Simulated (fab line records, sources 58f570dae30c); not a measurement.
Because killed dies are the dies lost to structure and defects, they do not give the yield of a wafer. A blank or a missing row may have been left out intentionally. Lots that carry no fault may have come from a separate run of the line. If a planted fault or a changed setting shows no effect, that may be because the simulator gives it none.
Matching of chambers + flow berkeleyCmos170 + rieDiel-04 running UCB170_V1_ETCH_14: 4 sister chambers
The step etches SiO2 in CHF3/CF4/Ar, stops on Al, target depth 1250 nm, time 291 s. 4 wafers are shown with their chamber, then 7 later ones without.

## WAFERS, EACH WITH ITS CHAMBER
| wafer  | chamber | drypumpMotorCurrentA (A) |
|--------|---------|--------------------------|
| L250.2 | 3       | 5.33                     |
| L250.5 | 0       | 5.52                     |
| L250.6 | 1       | 5.69                     |
| L256.5 | 2       | 5.11                     |

## WAFERS WITH NO CHAMBER GIVEN
| wafer  | drypumpMotorCurrentA (A) |
|--------|--------------------------|
| L256.6 | 5.36                     |
| L258.1 | 5.08                     |
| L258.2 | 5.52                     |
| L258.5 | 5.09                     |
| L259.1 | 5.12                     |
| L259.3 | 5.53                     |
| L259.6 | 5.11                     |

## WHICH CHAMBER EACH WENT THROUGH
| wafer  | from the rows above | in truth |
|--------|---------------------|----------|
| L256.6 | 3                   | 3        |
| L258.1 | 2                   | 2        |
| L258.2 | 0                   | 0        |
| L258.5 | 2                   | 2        |
| L259.1 | 2                   | 2        |
| L259.3 | 0                   | 0        |
| L259.6 | 2                   | 2        |
Placed correctly: 7 of 7. Left unplaced by these rows: 0. Number placed wrongly: 0.
How it was worked out, from the rows above alone: a wafer's distance from a chamber is the root of the sum, over the readings, of the square of ((its reading less the chamber's mean) divided by the reading's scatter). If the next closest chamber is less than 2 further off than the closest, the wafer can't be placed; otherwise it belongs to the closest. For every chamber, the mean is computed from those of its wafers that are shown. The scatter (one wafer shown for each chamber): square how far every hidden wafer sits from the nearest shown wafer, average those squares and take the square root.
